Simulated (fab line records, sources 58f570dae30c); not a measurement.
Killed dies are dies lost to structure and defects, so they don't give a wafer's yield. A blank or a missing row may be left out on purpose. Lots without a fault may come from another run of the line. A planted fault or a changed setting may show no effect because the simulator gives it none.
One fault seen from 2 desks | flow berkeley_cmos170 | each desk has only its own numbers; what lay behind them comes last

THE METROLOGY DESK
What the gauges read, lot by lot, whatever tool the lot ran on: means of the sampled wafers that have a number. A lot is out of limits, marked OUT, if its mean lies more than 4 standard deviations from the usual mean; the brackets give that distance. Of its 12 readings 7 are shown: those that lie furthest out on some lot.
Columns: A = PLDD_RS at UCB170_SDANNEAL_RS_MEAS_04, usual 1032 ohm/sq; B = NLDD_RS at UCB170_SDANNEAL_RS_MEAS_05, usual 616.4 ohm/sq; C = CONTACT_PSG_THK at UCB170_CONTACT_THK_MEAS_02, usual 697 nm; D = cd_nm at UCB170_CONTACT_CD_MEAS_15, usual 699.7 nm; E = CONTACT_OVL at UCB170_CONTACT_OVL_MEAS_16, usual -2 nm; F = cd_nm at UCB170_CONTACT_CD_MEAS_90, usual 699.9 nm; G = M1_AL_THK at UCB170_M1_THK_MEAS_02, usual 596 nm
lot  | first seen here | A    | B     | C   | D     | E  | F     | G
L945 | day 9 00:14     | 1033 | 616.9 | 698 | 701.9 | 1  | 703.3 | 600
L950 | day 10 13:49    | 1033 | 616.2 | 698 | 700.7 | 3  | 702.1 | 597
L949 | day 10 14:27    | 1028 | 615.8 | 690 | 700.3 | -4 | 701.1 | 598
L958 | day 11 06:52    | 1028 | 617.5 | 695 | 700.3 | -2 | 700.3 | 605
L957 | day 11 17:28    | 1029 | 614.0 | 698 | 698.1 | 5  | 699.2 | 600
L956 | day 11 17:56    | 1035 | 615.0 | 695 | 699.3 | 0  | 698.8 | 595
This desk's finding: nothing out of limits on any of the 6 lots.

THE TOOL OWNER'S DESK: rtp_anneal-02
The tool's own readings at UCB170_SILICIDE_RTA_04 (time 15 s): means of the sampled wafers that have a number, for each lot that ran on this tool. A lot is out of limits, marked OUT, if its mean lies more than 4 standard deviations from the usual mean; the brackets give that distance.
Columns: A = lamp_power_pct at UCB170_SILICIDE_RTA_04, usual 8.929 %; B = wafer_temp_C_max at UCB170_SILICIDE_RTA_04, usual 652.4
lot  | first seen here | A     | B
L950 | day 10 14:34    | 8.921 | 651.6
L949 | day 10 15:13    | 8.920 | 652.0
L957 | day 11 18:23    | 8.913 | 651.8
L956 | day 11 18:40    | 8.916 | 652.8
This desk's finding: nothing out of limits on any of the 4 lots.

PUT TOGETHER
The metrology desk saw nothing out of limits.
The tool owner's desk saw nothing out of limits.

WHAT THE SIMULATOR HAD PUT IN
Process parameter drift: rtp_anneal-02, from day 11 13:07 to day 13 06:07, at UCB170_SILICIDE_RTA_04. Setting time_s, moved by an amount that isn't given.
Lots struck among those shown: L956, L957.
